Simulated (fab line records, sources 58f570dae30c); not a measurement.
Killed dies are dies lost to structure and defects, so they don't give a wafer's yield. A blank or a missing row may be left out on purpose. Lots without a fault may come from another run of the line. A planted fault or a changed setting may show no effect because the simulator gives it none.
Tool commonality check | flow berkeley_cmos170 | 14 lots, 42 wafers sampled

WHY IT WAS OPENED
At UCB170_PLDD_TW_MEAS_11 the reading PLDD_TW is flagged on 2 of 14 lots. Wafers without a fault read 1006, standard deviation 7.2.
Rule: a lot is flagged when every wafer of it that has a number lies more than 4 standard deviations from that mean, or none has a number. The other lots count as sound.

lot  | measured     | on            | PLDD_TW, wafer by wafer | flag
L991 | day 8 07:22  | film_metro-02 | 1003 1000 995           |
L992 | day 8 07:30  | film_metro-01 | 1023 1023 1022          |
L993 | day 8 07:55  | film_metro-04 | 1005 1006 1001          |
L997 | day 9 00:12  | film_metro-01 | 1023 1023 1014          |
L995 | day 9 00:24  | film_metro-04 | 1006 1003 1006          |
L996 | day 9 01:29  | film_metro-02 | 1001 1005 1001          |
L998 | day 9 16:13  | film_metro-02 | 1003 1006 1001          |
L999 | day 9 16:45  | film_metro-02 | 1003 1005 1005          |
L100 | day 10 00:24 | film_metro-04 | 1002 1005 1002          |
L103 | day 10 15:56 | film_metro-02 | 994 998 1002            |
L106 | day 10 20:19 | film_metro-01 | 1018 1015 1013          |
L109 | day 11 20:57 | film_metro-01 | 1013 1014 1015          |
L112 | day 12 00:52 | film_metro-04 | 1036 1040 1039          | FLAGGED
L111 | day 12 01:40 | film_metro-02 | 1037 1041 1035          | FLAGGED
The numbers of the flagged lots are 1038 on average: +32 against the usual, or +4 standard deviations.

WHICH TOOL RAN EACH LOT
The record holds 1 process step before the reading, out of a route of 331 steps. In each cell: the tool, then ch and the chambers that the sampled wafers went through, then the start.
lot  | flag    | UCB170_PLDD_IMPLANT_08
L991 |         | implanter-03 ch 0, day 8 06:58
L992 |         | implanter-02 ch 0, day 8 07:07
L993 |         | implanter-03 ch 0, day 8 07:31
L997 |         | implanter-04 ch 0, day 8 23:49
L995 |         | implanter-03 ch 0, day 9 00:03
L996 |         | implanter-02 ch 0, day 9 01:05
L998 |         | implanter-04 ch 0, day 9 15:49
L999 |         | implanter-02 ch 0, day 9 16:23
L100 |         | implanter-04 ch 0, day 10 00:00
L103 |         | implanter-03 ch 0, day 10 15:32
L106 |         | implanter-02 ch 0, day 10 19:55
L109 |         | implanter-03 ch 0, day 11 20:33
L112 | FLAGGED | implanter-02 ch 0, day 12 00:28
L111 | FLAGGED | implanter-02 ch 0, day 12 01:16
What these steps do:
- UCB170_PLDD_IMPLANT_08
- UCB170_PLDD_TW_MEAS_11

FLAGGED OVER TOTAL, TOOL BY TOOL (the gauges that took the reading come last)
step                   | tool          | lots run | flagged | share of the flagged lots | sound lots run after its first flagged lot
UCB170_PLDD_IMPLANT_08 | implanter-02  | 6        | 2       | all                       | 0
UCB170_PLDD_IMPLANT_08 | implanter-03  | 5        | 0       | none                      | -
UCB170_PLDD_IMPLANT_08 | implanter-04  | 3        | 0       | none                      | -
UCB170_PLDD_TW_MEAS_11 | film_metro-01 | 4        | 0       | none                      | -
UCB170_PLDD_TW_MEAS_11 | film_metro-02 | 6        | 1       | some                      | 0
UCB170_PLDD_TW_MEAS_11 | film_metro-04 | 4        | 1       | some                      | 0

WHAT THE TABLE ALLOWS
1 row of the table ran every flagged lot: implanter-02 at UCB170_PLDD_IMPLANT_08.
- implanter-02 at UCB170_PLDD_IMPLANT_08: 2 of its 6 lots flagged. Its last sound lot is L106 (day 10 19:55), its first flagged lot L112 (day 12 00:28): a fault that began between those two fits. Its own readings lie more than 4 standard deviations out on every wafer of the flagged lots: beam_on_s, end_station_pressure_torr, faraday_current_uA.
One tool is left: implanter-02 at UCB170_PLDD_IMPLANT_08.

WHAT THE SIMULATOR HAD PUT IN
Process parameter drift: implanter-02, from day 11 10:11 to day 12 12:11, at UCB170_PLDD_IMPLANT_08. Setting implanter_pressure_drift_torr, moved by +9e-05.
Process parameter drift: implanter-02, from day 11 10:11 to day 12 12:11, at UCB170_PLDD_IMPLANT_08. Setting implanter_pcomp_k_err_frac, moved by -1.
Lots struck among those shown: L112, L111. The rule above found the same.
